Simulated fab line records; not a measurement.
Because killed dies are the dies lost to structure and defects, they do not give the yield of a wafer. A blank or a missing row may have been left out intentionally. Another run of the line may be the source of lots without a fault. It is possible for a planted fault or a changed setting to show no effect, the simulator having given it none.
Which tool is to blame? | flow rit_cmos | 18 wafers from 6 lots sampled at 2 of the route's 202 steps

== WHAT EACH GAUGE READ, for each wafer ==
RIT_NRETRO_OVL_MEAS_06.
lot  | measured    | on         | NRETRO_OVL (nm)
L979 | day 2 15:32 | overlay-01 | -1.9 -1.1 -2.6
L986 | day 4 04:58 | overlay-02 | 420.8 420.5 420.2
L990 | day 4 19:10 | overlay-02 | -2.1 0.9 -2.3
L992 | day 5 07:29 | overlay-02 | -1.1 -0.7 -0.3
L996 | day 6 01:19 | overlay-01 | 0.6 1.6 -0.9
L101 | day 7 06:10 | overlay-01 | 0.6 -1.2 -0.3

== WHICH TOOL RAN EACH LOT (tool, then ch and the chambers of the sampled wafers, then the start) ==
lot  | RIT_NRETRO_EXPOSE_03
L979 | iline_stepper-01 ch 0, day 2 15:07
L986 | iline_stepper-01 ch 0, day 4 04:34
L990 | iline_stepper-02 ch 0, day 4 18:46
L992 | iline_stepper-02 ch 0, day 5 07:04
L996 | iline_stepper-02 ch 0, day 6 00:53
L101 | iline_stepper-02 ch 0, day 7 05:44
- RIT_NRETRO_EXPOSE_03: exposes mask M4, target cd 43900 nm.

== THE ANSWER, worked out from the rows above alone ==
Rule: usual is defined by the lots themselves. The widest of any qualifying gaps counts: lots, ordered by their means at a reading, are off when they make up no more than a third of the lots, leave a main group of 4 or more, and stand apart from it by 3 or more times the standard deviation of that group's means. A main group whose means are all the same, to the digits that the tables above print for the reading, isn't used. Also off: a lot with no number at a reading for which 4 or more lots have one. The other lots that the step has rows for count as sound.
Off: at RIT_NRETRO_OVL_MEAS_06 (NRETRO_OVL), L986. The main group: mean -0.7 nm, standard deviation 0.78.
A tool fits if, at a process step before that reading, it ran every lot that is off, and no sound lot after the first of them. The gauges at RIT_NRETRO_OVL_MEAS_06 are tried like those tools. One fits: RIT_NRETRO_EXPOSE_03 on iline_stepper-01. Its last sound lot is L979 (day 2 15:07), its first lot that is off L986 (day 4 04:34): a fault that began between those two fits.

== WHAT THE SIMULATOR HAD PUT IN ==
Scanner matching overlay: iline_stepper-01, from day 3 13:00 on, at RIT_NRETRO_EXPOSE_03. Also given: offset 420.
Lots struck among those shown: L986. The rule above found the same.
